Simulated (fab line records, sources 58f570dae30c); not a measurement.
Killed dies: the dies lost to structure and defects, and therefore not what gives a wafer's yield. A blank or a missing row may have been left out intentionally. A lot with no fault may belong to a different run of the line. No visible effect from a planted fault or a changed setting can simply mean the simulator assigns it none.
Which tool is to blame? :: flow berkeley-cmos170 :: Sampling: 7 lots, 21 wafers, 3 of 331 route steps

## WHAT EACH GAUGE READ, for each wafer
UCB170_PLDD_OVL_MEAS_07.
lot: L897
measured: day 6 09:27
on: overlay-01
PLDD_OVL (nm): 2 -9 8

lot: L901
measured: day 7 07:14
on: overlay-01
PLDD_OVL (nm): 3 5 6

lot: L902
measured: day 7 12:43
on: overlay-02
PLDD_OVL (nm): 7 6 0

lot: L904
measured: day 7 23:12
on: overlay-01
PLDD_OVL (nm): 2 4 -3

lot: L906
measured: day 8 13:39
on: overlay-02
PLDD_OVL (nm): 329 334 330 331 330 332

lot: L911
measured: day 9 12:55
on: overlay-01
PLDD_OVL (nm): 317 319 318 320 314 321

lot: L915
measured: day 10 07:30
on: overlay-01
PLDD_OVL (nm): 9 11 15

## WHAT TOOL EACH LOT RAN ON (gives the tool, then ch and the chambers of the sampled wafers, and finally the start)
lot: L897
UCB170_NVT_STRIP_08: plasma-asher-04 ch 0,1, day 5 17:00
UCB170_PLDD_EXPOSE_03: krf-scanner-02 ch 0, day 6 08:56

lot: L901
UCB170_NVT_STRIP_08: plasma-asher-04 ch 0,1, day 6 04:56
UCB170_PLDD_EXPOSE_03: krf-scanner-02 ch 0, day 7 06:46

lot: L902
UCB170_NVT_STRIP_08: plasma-asher-04 ch 0,1, day 6 17:42
UCB170_PLDD_EXPOSE_03: krf-scanner-01 ch 0, day 7 12:00

lot: L904
UCB170_NVT_STRIP_08: plasma-asher-04 ch 0,1, day 7 03:52
UCB170_PLDD_EXPOSE_03: krf-scanner-02 ch 0, day 7 22:44

lot: L906
UCB170_NVT_STRIP_08: plasma-asher-04 ch 0,1, day 7 19:52
UCB170_PLDD_EXPOSE_03: krf-scanner-01 ch 0, day 8 12:53

lot: L911
UCB170_NVT_STRIP_08: plasma-asher-01 ch 0,1, day 8 17:09
UCB170_PLDD_EXPOSE_03: krf-scanner-01 ch 0, day 9 12:23

lot: L915
UCB170_NVT_STRIP_08: plasma-asher-01 ch 0,1, day 9 16:44
UCB170_PLDD_EXPOSE_03: krf-scanner-02 ch 0, day 10 06:47
- UCB170_NVT_STRIP_08: strips in O2.
- UCB170_PLDD_EXPOSE_03: exposes mask PSELECT, target cd 1200 nm.

## THE ANSWER, worked out from the rows above alone
Rule: usual is defined by the lots themselves. The widest of any qualifying gaps counts: lots, ordered by their means at a reading, are off when they make up no more than a third of the lots, leave a main group of 4 or more, and stand apart from it by 3 or more times the standard deviation of that group's means. A main group whose means are all the same, to the digits that the tables above print for the reading, isn't used. Also off: a lot with no number at a reading for which 4 or more lots have one. The other lots that the step has rows for count as sound.
Off: L906, L911, seen at UCB170_PLDD_OVL_MEAS_07 (PLDD_OVL). The main group: mean 4 nm, standard deviation 4.
If a tool, at a process step before that reading, ran all the lots that are off and no sound lot after the first of them, it fits. Those tools and the gauges at UCB170_PLDD_OVL_MEAS_07 are tried in the same way. One fits: UCB170_PLDD_EXPOSE_03 on krf-scanner-01. Its last sound lot is L902 (day 7 12:00), its first lot that is off L906 (day 8 12:53): a fault that began between those two fits.

## WHAT HAD BEEN PUT IN BY THE SIMULATOR
Scanner matching overlay: krf-scanner-01, from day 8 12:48 on, at UCB170_PLDD_EXPOSE_03. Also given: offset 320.
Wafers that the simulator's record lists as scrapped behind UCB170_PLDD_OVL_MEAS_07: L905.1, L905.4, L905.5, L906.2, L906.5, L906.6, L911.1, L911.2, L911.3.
Shown lots that were struck: L906, L911. The same result came from the rule above.
